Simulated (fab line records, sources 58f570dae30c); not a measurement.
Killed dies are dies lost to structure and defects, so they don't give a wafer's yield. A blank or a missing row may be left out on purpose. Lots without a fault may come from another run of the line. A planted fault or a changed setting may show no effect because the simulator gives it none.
Problem report in the 8D (eight disciplines) form, filled by code | flow berkeley_cmos170 | the parts of the form that need people (team, actions taken, sign-off) are left out

1. THE PROBLEM
run_length_s at UCB170_V2_ETCH_14 reads a mean of 360.5 s on 6 wafers of 2 lots; wafers without a fault read 319.1 s with a standard deviation of 0.41. That is +99 or more standard deviations from the usual mean.
The step: etches SiO2 in CHF3/CF4/Ar, stops on Al, target depth 1250 nm, time 291 s.
First seen on wafer L668.3, day 12 02:16, on rie_diel-02. The record holds 42 wafers of 14 lots with a number at this step. Rule for "out", or "out of limits": more than 4 standard deviations from the usual mean. The other wafers with a number count as sound.

2. WHAT IT IS AND WHAT IT IS NOT
question                    | is                           | is not
which readings at this step | run_length_s, oes_product_au | drypump_motor_current_A, throttle_valve_pct
which lots                  | L668, L672                   | L652, L654, L655, L656, L657, L658, L659, L663, L664, L667, L670, L674
which wafers of those lots  | all that have a number       | -
read on which tools         | rie_diel-02                  | rie_diel-01, rie_diel-03
when                        | from day 12 02:16            | up to then (33 sound wafers); but 3 sound wafers of L674 came after

3. SUSPECTS, AND WHAT RULES EACH OUT
Counting: a tool at a process step up to the reading stays a suspect if it ran every lot that is out and no sound lot after the first of them.
- rie_diel-01 at UCB170_CONTACT_ETCH_17 (etches BARC in N2/H2): ruled out as a lasting fault. Sound lots L674 ran on it after its first lot that is out, L668 (day 11 11:01).
- rie_diel-02 at UCB170_V2_ETCH_14 (etches SiO2 in CHF3/CF4/Ar, stops on Al, target depth 1250 nm, time 291 s): kept. It ran every lot that is out, first L668 (day 12 02:16), and no sound lot after that; its last sound lot up to then is L664 (day 11 08:53). Its own readings are out on those wafers: oes_product_au, run_length_s.
Left after counting: rie_diel-02 at UCB170_V2_ETCH_14.

4. THE CAUSE (what the simulator had put in)
Process parameter drift: rie_diel-02, from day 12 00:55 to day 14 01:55, at UCB170_V2_ETCH_14. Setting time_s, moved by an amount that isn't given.
Counting left only this tool.

5. THE CHAIN OF EFFECTS, in route order
Each row: a reading whose mean over the struck wafers that have a number lies more than 3 standard deviations from the usual. Only readings for which the record gives a usual standard deviation are gone through. hours: the time from each lot's start at the first step in this table that gives one to its start at this step, as a median over the lots. sigmas: the change in usual standard deviations.
hours | step               | reading                  | usual      | on struck wafers | change | sigmas
0     | UCB170_V2_ETCH_14  | oes_product_au           | 0.872 a.u. | 0.803            | -0.069 | -5.3
0     | UCB170_V2_ETCH_14  | run_length_s             | 319.1 s    | 360.5            | +41.4  | +99 or more
0     | UCB170_V2_STRIP_15 | strip_time_to_endpoint_s | 15.31 s    | 14.43            | -0.88  | -7.4
The process steps in it:
- UCB170_V2_ETCH_14: etches SiO2 in CHF3/CF4/Ar, stops on Al, target depth 1250 nm, time 291 s.
- UCB170_V2_STRIP_15: strips in O2.
Later measuring or inspecting steps at which every struck wafer that the step has a row for has a number for every such reading, and none has moved that far: UCB170_M3_CD_MEAS_90.

6. WHAT WOULD HAVE CAUGHT IT SOONER
In this record the first reading out of limits was taken at day 12 02:16, 1 hour after the fault began at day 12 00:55.
